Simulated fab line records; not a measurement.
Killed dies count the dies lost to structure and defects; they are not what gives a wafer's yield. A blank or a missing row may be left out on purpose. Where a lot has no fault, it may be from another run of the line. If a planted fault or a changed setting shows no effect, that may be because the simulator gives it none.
Chamber matching / flow berkeleyCmos170 / 4 sister chambers for UCB170_ZERO_ETCH_06 on rieDiel-01
The step etches SiO2 in CHF3/CF4/Ar, time 12 s. 4 wafers are shown with their chamber, then 7 later ones without.

== EACH WAFER AND ITS CHAMBER ==
wafer=L196.5; chamber=1; drypumpMotorCurrentA (A)=5.8
wafer=L196.6; chamber=0; drypumpMotorCurrentA (A)=6.1
wafer=L202.1; chamber=2; drypumpMotorCurrentA (A)=5.8
wafer=L202.3; chamber=3; drypumpMotorCurrentA (A)=5.4

== WAFERS WHOSE CHAMBER IS MISSING ==
wafer=L202.6; drypumpMotorCurrentA (A)=5.8
wafer=L204.1; drypumpMotorCurrentA (A)=6.1
wafer=L204.2; drypumpMotorCurrentA (A)=5.4
wafer=L204.3; drypumpMotorCurrentA (A)=5.8
wafer=L207.1; drypumpMotorCurrentA (A)=5.5
wafer=L207.4; drypumpMotorCurrentA (A)=5.8
wafer=L207.5; drypumpMotorCurrentA (A)=5.8

== THE CHAMBER EACH PASSED THROUGH ==
wafer=L202.6; from the rows above=can't be placed: 1 or 2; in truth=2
wafer=L204.1; from the rows above=0; in truth=0
wafer=L204.2; from the rows above=3; in truth=3
wafer=L204.3; from the rows above=can't be placed: 1 or 2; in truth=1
wafer=L207.1; from the rows above=3; in truth=3
wafer=L207.4; from the rows above=can't be placed: 1 or 2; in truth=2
wafer=L207.5; from the rows above=can't be placed: 1 or 2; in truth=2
Correctly placed: 3 of 7. Can't be placed from these rows: 4 (the true chamber is among the candidates in 4). 0 placed wrongly.
How it was worked out, from the rows above alone: a wafer's distance from a chamber is the root of the sum, over the readings, of the square of ((its reading less the chamber's mean) divided by the reading's scatter). The wafer belongs to the nearest chamber; if the next one is less than 2 further off, it can't be placed. A chamber's mean is the mean of its shown wafers. The scatter (one wafer shown for each chamber): square how far every hidden wafer sits from the nearest shown wafer, average those squares and take the square root.
